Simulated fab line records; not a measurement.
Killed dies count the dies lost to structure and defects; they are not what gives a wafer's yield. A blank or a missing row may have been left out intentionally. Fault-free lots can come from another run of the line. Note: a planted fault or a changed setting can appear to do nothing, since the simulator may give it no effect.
One fault through the eyes of 2 desks ; flow berkeley cmos170 ; only its own numbers are on each desk; what lay behind them is given at the end

## TOOL OWNER'S DESK, litho track-04
The tool's own readings at UCB170_V1_COAT_07 (resist thk 900 nm): means of the sampled wafers that have a number, for each lot that ran on this tool. Any lot whose mean is over 4 standard deviations away from the usual mean is out of limits and marked OUT; that distance is given in the brackets.
Columns: A = resist line temp C at UCB170_V1_COAT_07, usual 23.00 C; B = spin speed rpm at UCB170_V1_COAT_07, usual 1500.1 rpm
lot;first seen here;A;B
L623;day 8 07:14;22.96;1500.8
L625;day 8 20:29;22.97;1500.6
L628;day 9 14:01;22.98;1264.4 (-99 or more) OUT
L630;day 10 03:49;23.11;1263.7 (-99 or more) OUT
L642;day 12 13:51;23.05;1499.5
This desk's verdict: out of limits on L628, L630, starting with L628 at day 9 14:01 (spin speed rpm at UCB170_V1_COAT_07). L623, L625, L642 stayed within limits.

## AT THE METROLOGY DESK
Lot by lot, what the gauges showed, no matter which tool ran the lot: averages of those sampled wafers that carry a number. Any lot whose mean is over 4 standard deviations away from the usual mean is out of limits and marked OUT; that distance is given in the brackets.
Columns: A = V1_BOW at UCB170_V1_BOW_MEAS_03, usual 18 um; B = cd nm at UCB170_V1_CD_MEAS_12, usual 699.4 nm
lot;first seen here;A;B
L619;day 7 14:10;19;700.0
L620;day 7 23:59;15;699.0
L623;day 8 06:43;22;701.2
L625;day 8 19:59;16;699.5
L628;day 9 13:30;17;696.1
L630;day 10 03:12;19;694.8
L631;day 10 03:34;21;700.1
L634;day 10 20:23;22;697.6
L633;day 10 20:25;19;699.3
L635;day 11 12:30;18;699.5
L639;day 11 23:20;20;699.0
L640;day 12 02:47;15;698.2
L642;day 12 13:16;14;697.8
L641;day 12 13:36;25;697.5
This desk's verdict: no lot among the 14 shows anything out of limits.

## ALL TOGETHER
The tool owner's desk had the chance to raise an alarm at day 9 14:01 on L628, L630.
Nothing out of limits was seen by the metrology desk.
The metrology desk holds a record of L628, L630, inside its limits.
On litho track-04, each named lot ran UCB170_V1_COAT_07.

## WHAT THE SIMULATOR HAD INSERTED
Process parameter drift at UCB170_V1_COAT_07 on litho track-04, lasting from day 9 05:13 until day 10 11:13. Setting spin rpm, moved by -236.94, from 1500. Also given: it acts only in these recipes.
Shown lots that were struck: L628, L630.
Time in hours from fault onset to the first out-of-limits reading at each desk: the tool owner's desk, 9.
